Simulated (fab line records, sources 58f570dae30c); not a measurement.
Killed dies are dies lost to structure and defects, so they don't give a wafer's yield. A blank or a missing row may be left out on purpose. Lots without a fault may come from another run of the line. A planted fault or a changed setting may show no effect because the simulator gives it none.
Which tool did it? | flow berkeley_cmos170 | 13 lots, 39 wafers sampled, at 1 step of a route of 331

WHAT THE GAUGES READ, wafer by wafer
UCB170_SDANNEAL_RS_MEAS_05: measures by four-point-probe. Usual: NLDD_RS 616.3 ohm/sq, standard deviation 1.6.
lot  | measured     | on            | NLDD_RS (ohm/sq)  | flag
L975 | day 8 08:10  | film_metro-02 | 615.5 614.3 612.8 |
L976 | day 8 22:26  | film_metro-03 | 616.5 617.7 617.8 |
L979 | day 9 20:06  | film_metro-03 | 614.1 615.2 614.5 |
L977 | day 9 20:42  | film_metro-03 | 617.4 619.2 616.1 |
L978 | day 9 20:55  | film_metro-01 | 616.9 616.9 615.1 |
L982 | day 10 12:08 | film_metro-01 | 618.3 617.8 618.3 |
L981 | day 10 12:38 | film_metro-02 | 618.3 618.5 618.6 |
L985 | day 11 07:15 | film_metro-02 | 615.1 616.0 616.7 |
L984 | day 11 07:25 | film_metro-03 | 616.4 617.0 617.0 |
L987 | day 12 08:14 | film_metro-02 | 615.6 616.9 616.6 |
L988 | day 12 08:42 | film_metro-03 | 618.1 618.5 618.5 |
L991 | day 12 14:39 | film_metro-02 | 614.6 615.8 614.0 |
L998 | day 14 06:29 | film_metro-03 | 617.3 615.5 614.4 |

WHICH TOOL RAN EACH LOT (tool, then ch and the chambers of the sampled wafers, then the start)
The record holds no process step before these readings.

WHAT THE TOOLS THEMSELVES READ (means of the sampled wafers that have a number; where no wafer has one, the mark that the record gives instead)
The record holds no such reading with a usual standard deviation.

THE ANSWER, worked out from the rows above alone
Rule: a lot is off if the mean of its wafers that have a number lies more than 3 standard deviations from the usual mean. A lot without any number at a reading at which 4 lots or more have one is off too. The other lots that the step has rows for count as sound. The gauges are gone through in route order, then the tools' own readings, and for those a lot's mean is taken as printed above. The first step at which some lot is off is used, and at that step the reading that is off furthest; a lot without a number counts as furthest.
No lot is off at any reading shown: from this, nothing can be told.

WHAT THE SIMULATOR HAD PUT IN
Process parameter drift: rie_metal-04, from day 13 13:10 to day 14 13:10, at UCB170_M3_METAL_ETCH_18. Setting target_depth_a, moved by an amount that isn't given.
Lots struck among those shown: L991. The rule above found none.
